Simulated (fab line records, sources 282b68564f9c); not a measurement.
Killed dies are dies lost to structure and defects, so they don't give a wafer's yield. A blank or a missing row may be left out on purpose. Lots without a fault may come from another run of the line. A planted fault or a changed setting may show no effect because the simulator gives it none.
A struck lot beside a sound one | flow rit_cmos | 31 steps out of a route of 202
Sound: wafers L642.2, L642.3, L642.6. Struck: wafers L653.2, L653.5. (L653.4 of the same lot was not struck and is left out.) The cause comes at the end.
At each step with rows: each side's tool, then ch and its chambers, then its first start. Under that, the readings that differ: sound wafers | struck wafers | difference of the means | sigmas: that difference in standard deviations of wafers without a fault.
alike: readings whose means differ by less than 2 such deviations, and words and numbers that are the same on both sides. not compared: withheld readings, readings that some wafer has no value for, bounds like >300 that may hide the same value, and numbers for which the record gives no deviation and whose values overlap.
The two part at a step that has a row with sigmas, a row that says differs or no value, or rows on one side only. Numbers that don't overlap but have no deviation are shown without sigmas and don't part them. A reading that every wafer of one side lacks parts them only if that side has two wafers or more.

first, 4 steps without rows for these wafers: RIT_CONTACT_SOFTBAKE_04 (time 60 s); RIT_CONTACT_EXPOSE_05 (exposes mask M11, target cd 1000 nm); RIT_CONTACT_PEB_06; RIT_CONTACT_DEVELOP_07 (develop time 120 s).
RIT_CONTACT_CD_MEAS_08: target cd 1000 nm.
  sound on cd_sem-01, day 4 10:25; struck on cd_sem-01, day 6 17:02
  reading    | sound               | struck        | difference | sigmas
  cd_nm (nm) | 1000.1 1000.1 998.9 | 1004.2 1005.5 | +5.1       | +2
RIT_CONTACT_OVL_MEAS_09:
  sound on overlay-02, day 4 10:31; struck on overlay-02, day 6 17:09
  alike: CONTACT_OVL
then, 1 step without rows for these wafers: RIT_CONTACT_HARDBAKE_10 (time 60 s).
RIT_CONTACT_ETCH_11: etches SiO2 in CHF3/CF4/Ar, stops on TiSi2, target depth 480 nm, time 320 s.
  sound on rie_diel-02 ch 0,1,3, day 4 10:41; struck on rie_diel-01 ch 1,2, day 6 17:20
  alike: drypump_motor_current_A, oes_product_au, throttle_valve_pct
  not compared: rf_hours_counter_h
RIT_CONTACT_STRIP_12: strips in O2, time 187.2 s.
  sound on plasma_asher-03 ch 1, day 4 10:53; struck on plasma_asher-03 ch 1, day 6 17:32
  alike: drypump_motor_current_A
  not compared: rf_hours_counter_h
RIT_CONTACT_CD_MEAS_90: target cd 1000 nm.
  sound on cd_sem-02, day 4 11:05; struck on cd_sem-01, day 6 17:43
  reading    | sound               | struck        | difference | sigmas
  cd_nm (nm) | 1000.8 1000.2 998.9 | 1003.8 1005.2 | +4.5       | +2
then, 2 steps without rows for these wafers: RIT_CONTACT_CLEAN_13 (cleans in SC1, time 600 s); RIT_CONTACT_CLEAN_14 (cleans in SC2, time 600 s).
RIT_M1_SPUTTER_00: material Al, target thk 400 nm, time 500 s.
  sound on pvd_sputter-03, day 4 11:32; struck on pvd_sputter-01, day 6 18:11
  alike: throttle_valve_pct
RIT_M1_RS_MEAS_01: measures by four-point-probe.
  sound on film_metro-02, day 4 11:51; struck on film_metro-02, day 6 18:30
  alike: M1_AL_RS
RIT_M1_THK_MEAS_02: measures by xrf.
  sound on film_metro-02, day 4 11:58; struck on film_metro-02, day 6 18:37
  alike: M1_AL_THK
then, 6 steps without rows for these wafers: RIT_M1_HMDS_03 (prime time 60 s); RIT_M1_COAT_04 (resist thk 1317 nm); RIT_M1_SOFTBAKE_05 (time 60 s); RIT_M1_EXPOSE_06 (exposes mask M12, target cd 2600 nm); RIT_M1_PEB_07; RIT_M1_DEVELOP_08 (develop time 68 s).
RIT_M1_CD_MEAS_09: target cd 2600 nm.
  sound on cd_sem-01, day 4 12:55; struck on cd_sem-02, day 6 19:34
  alike: cd_nm
RIT_M1_OVL_MEAS_10:
  sound on overlay-02, day 4 13:01; struck on overlay-02, day 6 19:40
  reading     | sound          | struck  | difference | sigmas
  M1_OVL (nm) | -1.9 -1.1 -0.5 | 1.6 1.6 | +2.8       | +2
then, 1 step without rows for these wafers: RIT_M1_HARDBAKE_11 (time 120 s).
RIT_M1_METAL_ETCH_12: etches Al in Cl2/BCl3, stops on SiO2, time 165 s, target depth 600 nm.
  sound on rie_metal-03 ch 0, day 4 13:17; struck on rie_metal-04 ch 0, day 6 19:57
  reading                     | sound       | struck  | difference | sigmas
  drypump_motor_current_A (A) | 5.2 5.2 5.2 | 6.5 6.6 | +1.3       | +2
  alike: oes_product_au, throttle_valve_pct
  not compared: rf_hours_counter_h
then, 1 step without rows for these wafers: RIT_M1_STRIP_13 (strips in nmp, time 600 s).
RIT_M1_STRIP_14: strips in O2, time 180 s.
  sound on plasma_asher-04 ch 0, day 4 13:38; struck on plasma_asher-03 ch 0,1, day 6 20:17
  reading                     | sound       | struck  | difference | sigmas
  drypump_motor_current_A (A) | 4.9 4.9 4.9 | 5.4 5.9 | +0.8       | +2
  not compared: rf_hours_counter_h
RIT_M1_CD_MEAS_90: target cd 2600 nm.
  sound on cd_sem-01, day 4 13:50; struck on cd_sem-02, day 6 20:29
  alike: cd_nm
then, 1 step without rows for these wafers: RIT_M1_ANNEAL_15 (time 1800 s).
RIT_M1_BOW_MEAS_16:
  sound on film_metro-03, day 4 15:28; struck on film_metro-02, day 6 22:06
  alike: M1_BOW
RIT_M1_PROBE_99:
  sound on prober-01, day 4 15:37; struck on prober-01, day 6 22:15
  reading                               | sound               | struck      | difference | sigmas
  defect_limited_yield (%)              | 98.5 98.9 98.5      | 92.0 91.3   | -7.0       | -6
  killed_at_M0_to_M3                    | 0 0 0               | 17 14       | +16        | +99 or more
  killed_dies                           | 4 3 4               | 21 23       | +18        | +7
  killed_on_rim                         | 1 1 1               | 10 9        | +8         | +6
  sort_bin_3_pad_short (%)              | 0 0 0               | 2.3 3.0     | +2.6       | +11
  sort_bin_5_function (%)               | 0.4 0.4 1.1         | 4.5 5.7     | +4.5       | +6
  sort_n_pass                           | 260.0 261.0 260.0   | 243.0 241.0 | -18.3      | -7
  sort_yield_pct (%)                    | 98.5 98.9 98.5      | 92.0 91.3   | -7.0       | -6
  model.etest.tester.sort_n_pass        | 260 261 260         | 243 241     | -18        |
  model.etest.tester.sort_yield_pct (%) | 98.48 98.86 98.48   | 92.05 91.29 | -6.94      |
  model.etest.tester.sort_bin_5_pct (%) | 0.3788 0.3788 1.136 | 4.545 5.682 | +4.482     |
  model.etest.tester.sort_bin_3_pct (%) | 0 0 0               | 2.273 3.03  | +2.651     |
  alike: killed_at_front_end, killed_open, killed_short, sort_bin_6_memory

WHERE THEY PART
First at RIT_CONTACT_CD_MEAS_08; last, within this record, at RIT_M1_PROBE_99.

WHY: what the simulator had put in
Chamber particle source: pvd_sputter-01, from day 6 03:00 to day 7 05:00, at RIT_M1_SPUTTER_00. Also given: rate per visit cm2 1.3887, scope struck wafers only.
